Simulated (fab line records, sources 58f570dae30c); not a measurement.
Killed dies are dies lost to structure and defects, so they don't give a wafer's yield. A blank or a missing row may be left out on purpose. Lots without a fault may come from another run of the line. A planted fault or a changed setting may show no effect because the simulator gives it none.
fab line records | flow berkeley_cmos170
record lots=5 wafers=23
route steps=331 shown START@3 PWELL@39 ACTIVE@65 PVT@122 GATE@135 PLDD@148 NLDD@161
start_h: hours from the record's first day to the start of the lot's first wafer shown | wait_h: hours since the lot's step before | " the same as in the row above | L1.1+2: a row that stands for several wafers | - no value, or no start given | * or withheld: withheld | < > ~ a bound
route shown NAME@n: a module of which the file shows steps, and the number in the route of the first | usual: mean/standard deviation of fault-free wafers | same: alike in all rows | chamber/n: place in a boat | sites: the reading at each site | _std_site: their standard deviation | _edge_site: outer sites' mean less inner sites' | radius_mm: how far each site lies from the wafer's centre | mask NAME#n: copy n | behind: the tool/chamber that last shaped the wafer | hold: why the lot was held/for how many hours/how that ended | device: the transistor (n, p or np) that didn't switch | end of line: the same wafers' tests at the end of the route | a step without rows: its recipe alone | killed: dies lost to structure and defects at the first sort, not the wafer's yield | map: a wafer's dies, x killed, . not, _ none there
set.NAME: the setting as run; set.NAME@STEP: as run at that earlier step | model.NAME: the simulator's own value behind a step, which no gauge read
lots whose settings were changed on purpose; a table a step, a row a wafer
## steps
# step UCB170_START_OXIDATION_02
# recipe temp_c=950 ambient=O2 target_thk_a=200 ox_time_s=1800
# columns lot.wafer tool chamber start_h wait_h set.ox_time_s model.SiO2_of_START_OXIDATION_02.thk_nm
L074.1+3 - - - 2.2 1709 18.93
L074.2 " - " " 1709 19.38
L074.5 " - " " 1709 18.8
L074.6 " - " " 1709 18.91
L077.1 - - - 4.7 1942 20.46
L077.2 " - " " 1942 20.27
L077.3 " - " " 1942 20.51
L077.4 " - " " 1942 20.68
L077.5 " - " " 1942 20.45
L079.3 furnace-02 0 38.80 3.7 1800 20.17
L079.4 " 0 " " 1800 20.03
L079.5 " 0 " " 1800 19.79
L081.1 - - - 5.6 1621 18.45
L081.2 " - " " 1621 18.63
L081.3 " - " " 1621 18.33
L081.4 " - " " 1621 18.38
L081.5 " - " " 1621 18.84
L084.1 - - - 3.0 1903 21.41
L084.3 " - " " 1903 21.68
L084.4+5 " - " " 1903 21.48
L084.6 " - " " 1903 21.63
# step UCB170_PWELL_CVD_05
# recipe material=Si3N4 target_thk_nm=220 temp_c=800 precursor=SiH2Cl2/NH3 time_s=3300 pressure_mtorr=200 sih2cl2_flow_sccm=25 nh3_flow_sccm=75
# columns lot.wafer tool chamber start_h wait_h set.pressure_mtorr model.Si3N4_of_PWELL_CVD_05.thk_nm
L074.1 - - - 0.0 200 222.1
L074.2 " - " " 200 221.1
L074.3 " - " " 200 223.9
L074.5 " - " " 200 221.4
L074.6 " - " " 200 222.4
L077.1 - - - 0.8 223.3 228.1
L077.2 " - " " 223.3 228
L077.3 " - " " 223.3 227.7
L077.4 " - " " 223.3 228.3
L077.5 " - " " 223.3 227.4
L079.3 lpcvd-01 0 75.86 1.3 200 219.4
L079.4 " 0 " " 200 216.9
L079.5 " 0 " " 200 220.5
L081.1 - - - 1.1 200 220.6
L081.2 " - " " 200 221.8
L081.3 " - " " 200 219.7
L081.4 " - " " 200 221.2
L081.5 " - " " 200 220.7
L084.1 - - - 0.0 213.2 223
L084.3 " - " " 213.2 224
L084.4 " - " " 213.2 222.1
L084.5 " - " " 213.2 223.3
L084.6 " - " " 213.2 223.1
# step UCB170_PWELL_IMPLANT_15
# recipe species=B dose_cm2=5e+12 energy_kev=60 tilt_deg=7
# columns lot.wafer tool chamber start_h wait_h set.energy_kev model.implant.rp_nm model.implant.drp_nm
L074.1+2+6 implanter-01 0 53.06 0.1 60 190.4 64.7
L074.3+5 " 0 " " 63.2 203.6 66.48
L077.1+3 implanter-02 0 68.82 0.1 57.9 185.6 63.48
L077.2+4+5 " 0 " " 60 191.7 64.7
L079.3+4+5 implanter-02 0 80.24 0.1 60 190.6 64.7
L081.1+4+5 implanter-01 0 90.46 0.1 60 186.9 64.7
L081.2+3 " 0 " " 62.93 198.5 66.34
L084.1+3+4+5+6 implanter-03 0 103.60 0.1 60 195.5 64.7
# step UCB170_ACTIVE_CVD_05
# recipe material=Si3N4 target_thk_nm=220 temp_c=800 precursor=SiH2Cl2/NH3 time_s=3300 pressure_mtorr=200 sih2cl2_flow_sccm=25 nh3_flow_sccm=75
# columns lot.wafer tool chamber start_h wait_h set.temp_c model.Si3N4_of_ACTIVE_CVD_05.thk_nm
L074.1 - - - 0.2 800 217.4
L074.2 " - " " 800 217.5
L074.3 " - " " 800 217.2
L074.5 " - " " 800 216.3
L074.6 " - " " 800 216.7
L077.1 - - - 1.6 781.6 156.5
L077.2 " - " " 781.6 156.6
L077.3 " - " " 781.6 156.3
L077.4 " - " " 781.6 155.1
L077.5 " - " " 781.6 154.2
L079.3+4 lpcvd-02 1 106.99 0.0 800 219.7
L079.5 " 1 " " 800 220.3
L081.1 - - - 0.0 800 218.7
L081.2 " - " " 800 219.2
L081.3 " - " " 800 218.4
L081.4 " - " " 800 218.3
L081.5 " - " " 800 220
L084.1 - - - 0.7 807 249.1
L084.3 " - " " 807 250.1
L084.4 " - " " 807 249.8
L084.5 " - " " 807 251.1
L084.6 " - " " 807 250.3
# step UCB170_ACTIVE_THK_MEAS_06
# recipe reads=Si3N4_of_ACTIVE_CVD_05
# usual ACTIVE_NITRIDE_THK=218.7/1.7
# columns lot.wafer tool chamber start_h wait_h set.temp_c@ACTIVE_CVD_05 ACTIVE_NITRIDE_THK[nm]
L074.1 film_metro-04 - - - 800 217.2
L074.2 " - " " 800 217.4
L074.3 " - " " 800 217.0
L074.5 " - " " 800 216.3
L074.6 " - " " 800 216.8
L077.1 film_metro-01 - - - 781.6 156.6
L077.2 " - " " 781.6 156.6
L077.3 " - " " 781.6 156.3
L077.4 " - " " 781.6 155.2
L077.5 " - " " 781.6 154.2
L079.3 film_metro-02 - 108.93 0.0 800 219.4
L079.4 " - " " 800 219.7
L079.5 " - " " 800 220.3
L081.1 film_metro-01 - - - 800 218.7
L081.2 " - " " 800 219.2
L081.3 " - " " 800 218.3
L081.4 " - " " 800 218.2
L081.5 " - " " 800 220.0
L084.1 film_metro-02 - - - 807 249.3
L084.3 " - " " 807 250.0
L084.4 " - " " 807 250.0
L084.5 " - " " 807 250.8
L084.6 " - " " 807 250.4
# step UCB170_ACTIVE_SOFTBAKE_09
# recipe resist=KrF temp_c=130 time_s=60
# columns lot.wafer tool chamber start_h wait_h set.time_s
L074.1+2+3+5+6 litho_track-01 0 89.31 0.1 60
L077.1+2 litho_track-02 0 104.90 0.1 54.58
L077.3+4+5 " 0 " " 60
L079.3+4+5 litho_track-01 0 109.32 0.1 60
L081.1+2+3+4+5 litho_track-02 0 122.71 0.1 60
L084.1+4+5 litho_track-01 0 132.17 0.1 60
L084.3+6 " 0 " " 57.5
# step UCB170_ACTIVE_EXPOSE_10
# recipe mask_id=ACTIVE target_cd_nm=1200 na=0.5 sigma_outer=0.6 source_shape=conventional dose_mj=20
# step UCB170_ACTIVE_PEB_11
# recipe peb_temp_c=130 peb_time_s=withheld resist=KrF
# step UCB170_ACTIVE_ETCH_15
# recipe chemistry=CH3F/Ar/O2 target=Si3N4 stop_on=SiO2 CH3F_flow_sccm=20 Ar_flow_sccm=50 O2_flow_sccm=7 pressure_mtorr=50 rf_w=450 target_depth_a=2420 over_etch_frac=0.1 time_s=151
# usual oes_product_au=0.945/0.016
# columns lot.wafer tool chamber start_h wait_h set.temp_c@ACTIVE_CVD_05 oes_product_au model.etch.depth_nm
L074.1 rie_diel-02 2 91.32 0.0 800 0.909 217.4
L074.2 " 0 " " 800 0.933 217.5
L074.3 " 3 " " 800 0.948 217.2
L074.5 " 2 " " 800 0.906 216.3
L074.6 " 0 " " 800 0.936 216.7
L077.1 rie_diel-01 2 105.98 0.0 781.6 0.781 156.5
L077.2 " 1 " " 781.6 0.788 156.6
L077.3 " 3 " " 781.6 0.780 156.3
L077.4 " 0 " " 781.6 0.808 155.1
L077.5 " 1 " " 781.6 0.776 154.2
L079.3 rie_diel-01 0 110.17 0.0 800 0.968 219.7
L079.4 " 3 " " 800 0.950 219.7
L079.5 " 3 " " 800 0.946 220.3
L081.1 rie_diel-04 2 123.93 0.0 800 0.948 218.7
L081.2 " 0 " " 800 0.937 219.2
L081.3 " 1 " " 800 0.940 218.4
L081.4 " 3 " " 800 0.917 218.3
L081.5 " 3 " " 800 0.924 220
L084.1 rie_diel-04 0 133.20 0.0 807 0.996 240.4
L084.3 " 3 " " 807 0.979 243.5
L084.4 " 2 " " 807 1.008 241.1
L084.5 " 1 " " 807 1.007 241.4
L084.6 " 2 " " 807 1.010 242.9
# step UCB170_PVT_IMPLANT_07
# recipe species=P dose_cm2=2e+12 energy_kev=30 tilt_deg=7
# columns lot.wafer tool chamber start_h wait_h set.energy_kev model.implant.rp_nm model.implant.drp_nm
L074.1+2+3 implanter-02 0 133.24 0.0 31.4 37.69 17.21
L074.5+6 " 0 " " 30 36.09 16.56
L077.1+2+3+4+5 implanter-03 0 148.85 0.0 30 36.72 16.56
L079.3+4+5 implanter-04 0 148.94 0.1 30 36.42 16.56
L081.1+2+4 implanter-03 0 160.66 0.0 30 37.58 16.56
L081.3+5 " 0 " " 29.17 36.87 16.28
L084.1+4+6 implanter-04 0 172.29 0.0 31.44 38.05 17.23
L084.3+5 " 0 " " 30 36.39 16.56
# step UCB170_GATE_EXPOSE_09
# recipe mask_id=POLY target_cd_nm=350 na=0.5 sigma_outer=0.6 source_shape=conventional dose_mj=21
# columns lot.wafer tool chamber start_h wait_h mask set.dose_mj
L074.1+5 krf_scanner-01 0 148.52 - POLY#0 22.23
L074.2+3+6 " 0 " " POLY#0 21
L077.1+5 krf_scanner-02 0 163.97 - POLY#0 21
L077.2+3+4 " 0 " " POLY#0 20.49
L079.3+4+5 krf_scanner-01 0 164.58 - POLY#0 21
L081.1+3+4 krf_scanner-02 0 174.95 - POLY#0 21
L081.2+5 " 0 " " POLY#0 22.02
L084.1+4+5 krf_scanner-02 0 185.29 - POLY#0 21
L084.3+6 " 0 " " POLY#0 19.52
# step UCB170_GATE_PEB_10
# recipe peb_temp_c=130 peb_time_s=withheld resist=KrF
# columns lot.wafer tool chamber start_h wait_h set.peb_temp_c
L074.1+3+6 litho_track-01 0 149.13 0.6 126.3
L074.2+5 " 0 " " 130
L077.1+2+3+4+5 litho_track-02 0 164.56 0.6 130
L079.3+4+5 litho_track-02 0 164.88 0.3 130
L081.1+2+5 litho_track-01 0 175.07 0.1 131.5
L081.3+4 " 0 " " 130
L084.1+3+4 litho_track-01 0 185.47 0.2 130
L084.5+6 " 0 " " 133.3
# step UCB170_GATE_DEVELOP_11
# recipe developer=TMAH develop_time_s=45 resist=KrF dev_temp_c=21
# step UCB170_GATE_CD_MEAS_12
# recipe target_cd_nm=350
# usual cd_nm=350.0/1.3
# columns lot.wafer tool chamber start_h wait_h set.dose_mj@GATE_EXPOSE_09 set.peb_temp_c@GATE_PEB_10 cd_nm
L074.1 cd_sem-01 - 149.40 - 22.23 126.3 369.2
L074.2 " - " " 21 130 351.5
L074.3 " - " " 21 126.3 378.7
L074.5 " - " " 22.23 130 342.0
L074.6 " - " " 21 126.3 379.6
L077.1 cd_sem-02 - 164.83 - 21 130 350.2
L077.2 " - " " 20.49 130 354.2
L077.3 " - " " 20.49 130 353.8
L077.4 " - " " 20.49 130 353.9
L077.5 " - " " 21 130 349.1
L079.3 cd_sem-01 - 165.15 - 21 130 348.6
L079.4 " - " " 21 130 348.2
L079.5 " - " " 21 130 348.3
L081.1 cd_sem-01 - 175.35 - 21 131.5 342.9
L081.2 " - " " 22.02 131.5 333.6
L081.3 " - " " 21 130 351.5
L081.4 " - " " 21 130 352.1
L081.5 " - " " 22.02 131.5 333.9
L084.1 cd_sem-01 - 185.77 - 21 130 349.8
L084.3 " - " " 19.52 130 363.1
L084.4 " - " " 21 130 350.6
L084.5 " - " " 21 133.3 330.4
L084.6 " - " " 19.52 133.3 345.0
# step UCB170_GATE_ETCH_14
# recipe chemistry=N2/H2 target_depth_a=withheld overetch_a=withheld target=BARC time_s=withheld source_w=500 bias_w=100 pressure_mtorr=30 n2_flow_sccm=100 h2_flow_sccm=200
# step UCB170_GATE_ETCH_15
# recipe chemistry=HBr/Cl2 target=poly-Si stop_on=SiO2 over_etch_frac=0.3 icp_w=300 bias_w=150 time_s=56.3 pressure_mtorr=15 HBr_flow_sccm=150 Cl2_flow_sccm=50 target_depth_a=2782
# columns lot.wafer tool chamber start_h wait_h set.dose_mj@GATE_EXPOSE_09 set.peb_temp_c@GATE_PEB_10 model.GATE.cd_nm
L074.1 rie_si-01 2 149.60 - 22.23 126.3 369.1
L074.2 " 0 " " 21 130 351.2
L074.3 " 1 " " 21 126.3 378
L074.5 " 2 " " 22.23 130 342.8
L074.6 " 3 " " 21 126.3 378.4
L077.1 rie_si-02 1 165.03 - 21 130 349.5
L077.2 " 3 " " 20.49 130 352.9
L077.3 " 0 " " 20.49 130 353.4
L077.4 " 2 " " 20.49 130 353.5
L077.5 " 2 " " 21 130 348.7
L079.3 rie_si-02 0 165.30 - 21 130 347.4
L079.4 " 1 " " 21 130 348.6
L079.5 " 0 " " 21 130 347.7
L081.1 rie_si-02 2 175.54 - 21 131.5 344.3
L081.2 " 1 " " 22.02 131.5 332.5
L081.3 " 3 " " 21 130 351.8
L081.4 " 0 " " 21 130 351.7
L081.5 " 1 " " 22.02 131.5 333.4
L084.1 rie_si-02 0 185.97 - 21 130 350.1
L084.3 " 1 " " 19.52 130 362.9
L084.4 " 2 " " 21 130 351.8
L084.5 " 3 " " 21 133.3 330.8
L084.6 " 2 " " 19.52 133.3 344.7
# step UCB170_GATE_STRIP_16
# recipe chemistry=O2 power_w=400 pressure_mtorr=3500 platen_temp_c=withheld o2_flow_sccm=400 overash_fraction=0.5
# step UCB170_GATE_CD_MEAS_90
# recipe target_cd_nm=350
# usual cd_nm=349.8/1.4
# columns lot.wafer tool chamber start_h wait_h set.dose_mj@GATE_EXPOSE_09 set.peb_temp_c@GATE_PEB_10 cd_nm
L074.1 cd_sem-02 - 149.75 0.1 22.23 126.3 368.9
L074.2 " - " " 21 130 351.3
L074.3 " - " " 21 126.3 378.5
L074.5 " - " " 22.23 130 342.9
L074.6 " - " " 21 126.3 378.6
L077.1 cd_sem-01 - 165.23 0.1 21 130 349.3
L077.2 " - " " 20.49 130 352.9
L077.3 " - " " 20.49 130 353.2
L077.4 " - " " 20.49 130 353.6
L077.5 " - " " 21 130 348.8
L079.3 cd_sem-02 - 165.49 0.1 21 130 347.2
L079.4 " - " " 21 130 348.5
L079.5 " - " " 21 130 347.7
L081.1 cd_sem-02 - 175.70 0.1 21 131.5 344.4
L081.2 " - " " 22.02 131.5 332.8
L081.3 " - " " 21 130 351.7
L081.4 " - " " 21 130 351.6
L081.5 " - " " 22.02 131.5 333.0
L084.1 cd_sem-01 - 186.12 0.1 21 130 349.9
L084.3 " - " " 19.52 130 362.8
L084.4 " - " " 21 130 351.6
L084.5 " - " " 21 133.3 330.9
L084.6 " - " " 19.52 133.3 345.1
# step UCB170_PLDD_EXPOSE_03
# recipe mask_id=PSELECT na=0.5 sigma_outer=0.6 source_shape=conventional target_cd_nm=1200 dose_mj=30
# columns lot.wafer tool chamber start_h wait_h mask set.dose_mj
L074.1+2+5 krf_scanner-01 0 151.25 0.4 PSELECT#0 30
L074.3+6 " 0 " " PSELECT#0 32.05
L077.1+3 krf_scanner-01 0 166.10 0.2 PSELECT#0 30
L077.2+4+5 " 0 " " PSELECT#0 28.21
L079.3+4+5 krf_scanner-01 0 166.92 0.5 PSELECT#0 30
L081.1+4+5 krf_scanner-01 0 180.64 0.2 PSELECT#0 28.45
L081.2+3 " 0 " " PSELECT#0 30
L084.1+3+5 krf_scanner-01 0 186.92 0.1 PSELECT#0 30
L084.4+6 " 0 " " PSELECT#0 31.1
# step UCB170_PLDD_PEB_04
# recipe peb_temp_c=130 peb_time_s=withheld resist=KrF
# step UCB170_PLDD_DEVELOP_05
# recipe developer=TMAH develop_time_s=45 resist=KrF dev_temp_c=21
# step UCB170_PLDD_CD_MEAS_06
# recipe target_cd_nm=1200
# usual cd_nm=1199.3/1.2
# columns lot.wafer tool chamber start_h wait_h set.dose_mj@PLDD_EXPOSE_03 cd_nm
L074.1 cd_sem-02 - 152.34 - 30 1198.9
L074.2 " - " " 30 1200.9
L074.3 " - " " 32.05 1211.9
L074.5 " - " " 30 1200.5
L074.6 " - " " 32.05 1211.8
L077.1 cd_sem-01 - 166.92 - 30 1199.5
L077.2 " - " " 28.21 1189.8
L077.3 " - " " 30 1199.8
L077.4 " - " " 28.21 1188.5
L077.5 " - " " 28.21 1189.9
L079.3 cd_sem-01 - 167.31 - 30 1199.4
L079.4 " - " " 30 1199.3
L079.5 " - " " 30 1199.2
L081.1 cd_sem-01 - 181.69 - 28.45 1189.0
L081.2 " - " " 30 1198.0
L081.3 " - " " 30 1197.6
L081.4 " - " " 28.45 1189.5
L081.5 " - " " 28.45 1190.2
L084.1 cd_sem-01 - 187.50 - 30 1200.0
L084.3 " - " " 30 1199.4
L084.4 " - " " 31.1 1205.4
L084.5 " - " " 30 1196.9
L084.6 " - " " 31.1 1205.5
# step UCB170_NLDD_EXPOSE_03
# recipe mask_id=NSELECT na=0.5 sigma_outer=0.6 source_shape=conventional target_cd_nm=1200 dose_mj=30
# columns lot.wafer tool chamber start_h wait_h mask set.dose_mj
L074.1+3 krf_scanner-02 0 154.61 0.3 NSELECT#0 30
L074.2+5+6 " 0 " " NSELECT#0 28.73
L077.1+2+3+4+5 krf_scanner-02 0 168.16 0.1 NSELECT#0 30
L079.3+4+5 krf_scanner-02 0 168.84 0.3 NSELECT#0 30
L081.1+5 krf_scanner-01 0 183.45 0.4 NSELECT#0 31.16
L081.2+3+4 " 0 " " NSELECT#0 30
L084.1+3 krf_scanner-01 0 189.10 0.1 NSELECT#0 30
L084.4+5+6 " 0 " " NSELECT#0 28.7
# step UCB170_NLDD_PEB_04
# recipe peb_temp_c=130 peb_time_s=withheld resist=KrF
# step UCB170_NLDD_DEVELOP_05
# recipe developer=TMAH develop_time_s=45 resist=KrF dev_temp_c=21
# step UCB170_NLDD_CD_MEAS_06
# recipe target_cd_nm=1200
# usual cd_nm=1199.9/1.1
# columns lot.wafer tool chamber start_h wait_h set.dose_mj@NLDD_EXPOSE_03 cd_nm
L074.1 cd_sem-02 - 155.19 - 30 1198.5
L074.2 " - " " 28.73 1190.9
L074.3 " - " " 30 1199.6
L074.5 " - " " 28.73 1190.1
L074.6 " - " " 28.73 1191.8
L077.1 cd_sem-02 - 168.55 - 30 1203.1
L077.2 " - " " 30 1202.7
L077.3 " - " " 30 1202.2
L077.4 " - " " 30 1201.9
L077.5 " - " " 30 1201.1
L079.3 cd_sem-02 - 169.23 - 30 1199.2
L079.4 " - " " 30 1199.7
L079.5 " - " " 30 1199.5
L081.1 cd_sem-02 - 183.84 - 31.16 1206.5
L081.2 " - " " 30 1199.6
L081.3 " - " " 30 1199.1
L081.4 " - " " 30 1199.1
L081.5 " - " " 31.16 1206.4
L084.1 cd_sem-02 - 189.65 - 30 1200.4
L084.3 " - " " 30 1200.6
L084.4 " - " " 28.7 1192.9
L084.5 " - " " 28.7 1192.6
L084.6 " - " " 28.7 1192.8
## key
split step=UCB170_START_OXIDATION_02 setting=ox_time_s stated=1800 by=lot
response step=UCB170_START_OXIDATION_02 reading=model.SiO2_of_START_OXIDATION_02.thk_nm change=+0.147 per=1% r=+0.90
split step=UCB170_PWELL_CVD_05 setting=pressure_mtorr stated=200 by=lot
response step=UCB170_PWELL_CVD_05 reading=model.Si3N4_of_PWELL_CVD_05.thk_nm change=+0.557 per=1% r=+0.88
split step=UCB170_PWELL_IMPLANT_15 setting=energy_kev stated=60 by=wafer
response step=UCB170_PWELL_IMPLANT_15 reading=model.implant.rp_nm change=+2.3 per=1% r=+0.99
response step=UCB170_PWELL_IMPLANT_15 reading=model.implant.drp_nm change=+0.338 per=1% r=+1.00
split step=UCB170_ACTIVE_CVD_05 setting=temp_c stated=800 by=lot
response step=UCB170_ACTIVE_CVD_05 reading=model.Si3N4_of_ACTIVE_CVD_05.thk_nm change=+28.9 per=1% r=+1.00
response step=UCB170_ACTIVE_THK_MEAS_06 reading=ACTIVE_NITRIDE_THK change=+28.9 per=1% r=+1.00
response step=UCB170_ACTIVE_ETCH_15 reading=oes_product_au change=+0.0664 per=1% r=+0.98
response step=UCB170_ACTIVE_ETCH_15 reading=model.etch.depth_nm change=+27.2 per=1% r=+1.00
split step=UCB170_ACTIVE_SOFTBAKE_09 setting=time_s stated=60 by=wafer
response none clear
split step=UCB170_PVT_IMPLANT_07 setting=energy_kev stated=30 by=wafer
response step=UCB170_PVT_IMPLANT_07 reading=model.implant.rp_nm change=+0.331 per=1% r=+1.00
response step=UCB170_PVT_IMPLANT_07 reading=model.implant.drp_nm change=+0.133 per=1% r=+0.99
split step=UCB170_GATE_EXPOSE_09 setting=dose_mj stated=21 by=wafer
response step=UCB170_GATE_CD_MEAS_12 reading=cd_nm slope=-1.86 per=1% together_with=peb_temp_c@GATE_PEB_10 explained=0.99
response step=UCB170_GATE_ETCH_15 reading=model.GATE.cd_nm slope=-1.8 per=1% together_with=peb_temp_c@GATE_PEB_10 explained=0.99
response step=UCB170_GATE_CD_MEAS_90 reading=cd_nm slope=-1.84 per=1% together_with=peb_temp_c@GATE_PEB_10 explained=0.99
split step=UCB170_GATE_PEB_10 setting=peb_temp_c stated=130 by=wafer
response step=UCB170_GATE_CD_MEAS_12 reading=cd_nm change=-8.99 per=1% r=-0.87
response step=UCB170_GATE_ETCH_15 reading=model.GATE.cd_nm change=-8.87 per=1% r=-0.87
response step=UCB170_GATE_CD_MEAS_90 reading=cd_nm change=-8.82 per=1% r=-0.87
split step=UCB170_PLDD_EXPOSE_03 setting=dose_mj stated=30 by=wafer
response step=UCB170_PLDD_CD_MEAS_06 reading=cd_nm change=+1.7 per=1% r=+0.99
split step=UCB170_NLDD_EXPOSE_03 setting=dose_mj stated=30 by=wafer
response step=UCB170_NLDD_CD_MEAS_06 reading=cd_nm change=+1.85 per=1% r=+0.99
